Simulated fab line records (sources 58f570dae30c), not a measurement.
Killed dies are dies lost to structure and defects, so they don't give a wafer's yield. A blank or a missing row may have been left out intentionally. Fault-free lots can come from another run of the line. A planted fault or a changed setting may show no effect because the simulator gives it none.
A struck lot beside a sound one :: flow berkeleyCmos170 :: 16 out of 331 route steps
Sound: wafers L406.3, L406.5, L406.6. Wafers L408.2, L408.4, L408.6 were the ones struck. The cause comes at the end.
Per side, at each step with rows, come the tool, then ch with its chambers, and then its first start. Under that, the readings that differ: sound wafers :: struck wafers :: difference of the means :: sigmas: that difference in standard deviations of wafers without a fault.
alike: readings with means less than 2 such deviations apart, plus words and numbers identical on both sides. not compared: withheld readings, readings lacking a value on some wafer, bounds such as >300 that could conceal the same value, and numbers that have no deviation in the record and whose values overlap.
Wherever a step has rows on one side only, a row that says differs or no value, or a row with sigmas, the two part there. Non-overlapping numbers with no deviation appear without sigmas and do not part them. A reading that every wafer of one side lacks parts them only if that side has two wafers or more.

first, 1 step without rows for these wafers: UCB170_PFIELD_IMPLANT_07.
UCB170_PFIELD_STRIP_08: strips in O2.
  sound on plasmaAsher-02 ch 0,1, day 5 20:45; struck on plasmaAsher-01 ch 0,1, day 6 14:20
  alike: chamberPressureMTorr, drypumpMotorCurrentA, oesProductAu, stripTimeToEndpointS
  not compared: rfHoursCounterH
UCB170_PFIELD_TW_MEAS_09:
  sound on filmMetro-04, day 5 20:50; struck on filmMetro-01, day 6 14:26
  alike: PFIELD_TW
then, 2 steps without rows for these wafers: UCB170_FIELD_CLEAN_00 (cleans in dHF, time 7.5 s); UCB170_FIELD_OXIDATION_01 (target thk 558.3 nm, ox time 7200 s).
UCB170_FIELD_THK_MEAS_02:
  sound on filmMetro-04, day 6 06:09; struck on filmMetro-04, day 6 20:03
  alike: FIELD_OXIDE_THK
then, 4 steps without rows for these wafers: UCB170_FIELD_ANNEAL_03 (time 1200 s); UCB170_FIELD_WET_ETCH_04 (etches SiO2 in dHF, time 60 s); UCB170_FIELD_WET_ETCH_05 (etches Si3N4 in H3PO4, time 12600 s); UCB170_FIELD_WET_ETCH_06 (etches SiO2 in BOE, time 22 s).
UCB170_FIELD_THK_MEAS_90:
  sound on filmMetro-04, day 6 16:13; struck on filmMetro-02, day 7 04:23
  alike: FIELD_OXIDE_LEFT_1_THK
then, 1 step without rows for these wafers: UCB170_SACOX_CLEAN_00 (cleans in dHF, time 7.5 s).
UCB170_SACOX_OXIDATION_01: target thk 14.4 nm, ox time 2400 s.
  sound on furnace-04 ch 0, day 6 19:58; struck on furnace-04 ch 0, day 7 11:31
UCB170_SACOX_THK_MEAS_02:
  sound on filmMetro-04, day 6 21:42; struck on filmMetro-02, day 7 13:12
reading: SACOX_OXIDE_THK (nm)
sound: 14.3 14.1 14.2
struck: 22.9 23.3 23.0
difference: +8.9
sigmas: +27
then, 1 step without rows for these wafers: UCB170_SCREENOX_WET_ETCH_00 (etches SiO2 in dHF, time 200 s).
UCB170_M3_PROBE_99:
  the record has rows for the sound wafers here (prober-02, day 10 06:41) and none for the struck ones

== WHERE THEY PART ==
First at UCB170_SACOX_THK_MEAS_02; last, within this record, at UCB170_M3_PROBE_99.

WHY: what had been put in by the simulator
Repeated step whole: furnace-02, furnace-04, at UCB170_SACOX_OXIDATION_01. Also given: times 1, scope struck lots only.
